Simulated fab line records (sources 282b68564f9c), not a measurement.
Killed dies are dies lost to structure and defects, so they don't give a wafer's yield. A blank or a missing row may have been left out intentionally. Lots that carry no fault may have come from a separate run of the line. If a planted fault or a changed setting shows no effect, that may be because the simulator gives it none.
8D (eight disciplines) problem report, filled in by code | flow rit_cmos | the parts of the form that need people (team, actions taken, sign-off) are left out

== 1. PROBLEM STATEMENT ==
heater_power_total_W at RIT_M1_SOFTBAKE_05 reads a mean of 35.53 W on 6 wafers of 2 lots; wafers without a fault read 34.55 W with a standard deviation of 0.055. That is +18 standard deviations from the usual mean.
The step: time 60 s.
Earliest sighting: wafer L906.1 on litho_track-04 at day 6 05:14. The record has a number at this step for 42 wafers belonging to 14 lots. Rule for "out", or "out of limits": more than 4 standard deviations from the usual mean. The other wafers with a number count as sound.

== 2. WHAT IT IS, AND WHAT IT ISN'T ==
question                    | is                                 | is not
which readings at this step | heater_power_total_W, plate_temp_C | resist_line_temp_C
which lots                  | L906, L907                         | L894, L897, L898, L899, L900, L901, L902, L904, L914, L915, L916, L917
which wafers of those lots  | all that have a number             | -
read on which tools         | litho_track-04                     | litho_track-02, litho_track-03
when                        | from day 6 05:14                   | up to then (24 sound wafers); but 12 sound wafers of L914, L915, L916, L917 came after

== 3. SUSPECTS, AND WHAT RULES EACH OUT ==
Counting: a tool at any process step up to the reading remains a suspect when it ran all the lots that are out and ran no sound lot after the first of those.
- litho_track-04 at RIT_M1_SOFTBAKE_05 (time 60 s): ruled out as a lasting fault. Following L906 (day 6 05:14), the first lot on it that is out, the sound lots L916 were run on it.
Left after counting: nothing in the record.

== 4. THE CAUSE (what the simulator had put in) ==
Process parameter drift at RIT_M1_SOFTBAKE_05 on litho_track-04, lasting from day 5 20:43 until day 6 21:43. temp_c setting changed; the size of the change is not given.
Counting ruled it out, wrongly.

== 5. THE CHAIN OF EFFECTS, in route order ==
Each row: a reading where the mean over the struck wafers with a number is more than 3 standard deviations away from the usual. Only readings whose record carries a usual standard deviation are examined. hours: median over the lots of the time between each lot's start at the first step of this table that gives one and its start at this step. sigmas: the change, counted in usual standard deviations.
hours | step               | reading              | usual   | on struck wafers | change | sigmas
0     | RIT_M1_SOFTBAKE_05 | heater_power_total_W | 34.55 W | 35.53            | +0.98  | +18
0     | RIT_M1_SOFTBAKE_05 | plate_temp_C         | 90.01 C | 91.95            | +1.94  | +15
Its process steps:
- RIT_M1_SOFTBAKE_05: time 60 s.

== 6. HOW IT WOULD HAVE BEEN CAUGHT EARLIER ==
The fault began at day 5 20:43; the first out-of-limits reading in this record came at day 6 05:14, 9 hours later.
